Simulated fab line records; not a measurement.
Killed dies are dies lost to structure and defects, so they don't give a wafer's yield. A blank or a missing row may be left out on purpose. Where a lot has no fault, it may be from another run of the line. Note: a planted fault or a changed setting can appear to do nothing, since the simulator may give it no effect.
A struck lot beside a sound one	flow rit cmos	17 steps out of a route of 202
Sound: these wafers, L206.3, L206.4, L206.6. Struck: wafer L227.5 (L227.1, L227.4, from the same lot, were not struck and are left out); the cause is given at the end.
Per side, at each step with rows, come the tool, then ch with its chambers, and then its first start. Under that, the readings that differ: sound wafers	struck wafers	difference of the means	sigmas: that difference in standard deviations of wafers without a fault.
alike: readings with means less than 2 such deviations apart, plus words and numbers identical on both sides. not compared: withheld readings, readings lacking a value on some wafer, bounds such as >300 that could conceal the same value, and numbers that have no deviation in the record and whose values overlap.
Wherever a step has rows on one side only, a row that says differs or no value, or a row with sigmas, the two part there. When numbers do not overlap yet have no deviation, they are printed without sigmas and do not part them. A reading missing from all wafers of one side parts the sides only when that side holds two or more wafers.

RIT_M1_SPUTTER_00: material Al, target thk 400 nm, time 500 s.
  sound on pvd sputter-01 at day 3 06:35; struck on pvd sputter-02 at day 7 20:04
  alike: throttle valve pct
RIT_M1_RS_MEAS_01: a four-point-probe measurement.
  sound on film metro-04 at day 3 06:55; struck on film metro-03 at day 7 20:21
  alike: M1_AL_RS
RIT_M1_THK_MEAS_02: measures by xrf.
  sound on film metro-04 at day 3 07:01; struck on film metro-03 at day 7 20:28
  alike: M1_AL_THK
then, 6 steps without rows for these wafers: RIT_M1_HMDS_03 (prime time 60 s); RIT_M1_COAT_04 (resist thk 1300 nm); RIT_M1_SOFTBAKE_05 (time 60 s); RIT_M1_EXPOSE_06 (exposes mask M12, target cd 2600 nm); RIT_M1_PEB_07; RIT_M1_DEVELOP_08 (develop time 68 s).
RIT_M1_CD_MEAS_09 targets a cd of 2600 nm.
  sound on cd sem-01 at day 3 08:04; struck on cd sem-01 at day 7 21:32
  alike: cd nm
RIT_M1_OVL_MEAS_10:
  sound on overlay-01 at day 3 08:10; struck on overlay-02 at day 7 21:40
  alike: M1_OVL
then, 1 step without rows for these wafers: RIT_M1_HARDBAKE_11 (time 120 s).
RIT_M1_METAL_ETCH_12: etches Al in Cl2/BCl3, stops on SiO2, time 165 s, target depth 600 nm.
  sound on rie metal-01 ch 0,1, day 3 08:29; struck on rie metal-01 ch 0, day 7 21:56
reading	sound	struck	difference	sigmas
rf fwd power W (W)	248.9 249.2 249.7	424.4	+175.1	+99 or more
model.NOVOLAK_of_M1_COAT_04.thk nm (nm)	836.1 820.6 821.9	603.2	-223.0	
model.M1.cd nm (nm)	2607 2602 2604	2560	-44	
model.M1.feature depth nm (nm)	426.9 422.2 426.4	447.2	+22.0	
  alike: drypump motor current A, oes product au, throttle valve pct
  not compared: rf hours counter h
then, 1 step without rows for these wafers: RIT_M1_STRIP_13 (strips in nmp, time 600 s).
RIT_M1_STRIP_14: strips in O2, time 180 s.
  sound on plasma asher-02 ch 0,1, day 3 08:50; struck on plasma asher-03 ch 0, day 7 22:18
reading	sound	struck	difference	sigmas
drypump motor current A (A)	5.7 5.9 5.8	6.8	+1.0	+3
  not compared: rf hours counter h
RIT_M1_CD_MEAS_90 targets a cd of 2600 nm.
  sound on cd sem-01 at day 3 08:59; struck on cd sem-01 at day 7 22:46
reading	sound	struck	difference	sigmas
cd nm (nm)	2607 2602 2604	2560	-44	-12
  not compared: hold
RIT_M1_PROBE_99:
  sound on prober-01 at day 3 10:47; struck on prober-02 at day 8 02:46
  alike: defect limited yield, killed at contacts, killed at front end, killed dies, killed on rim, killed open, killed short, sort_bin_3_pad_short, sort_bin_5_function, sort_bin_6_memory, sort n pass, sort yield pct

WHERE THEY PART
Earliest at RIT_M1_METAL_ETCH_12; latest, in this record, at RIT_M1_CD_MEAS_90. Later steps at which nothing parts them and some readings are alike: RIT_M1_PROBE_99.

WHY: whatever the simulator had introduced
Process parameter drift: rie metal-01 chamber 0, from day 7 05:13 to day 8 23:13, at RIT_M1_METAL_ETCH_12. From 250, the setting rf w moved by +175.
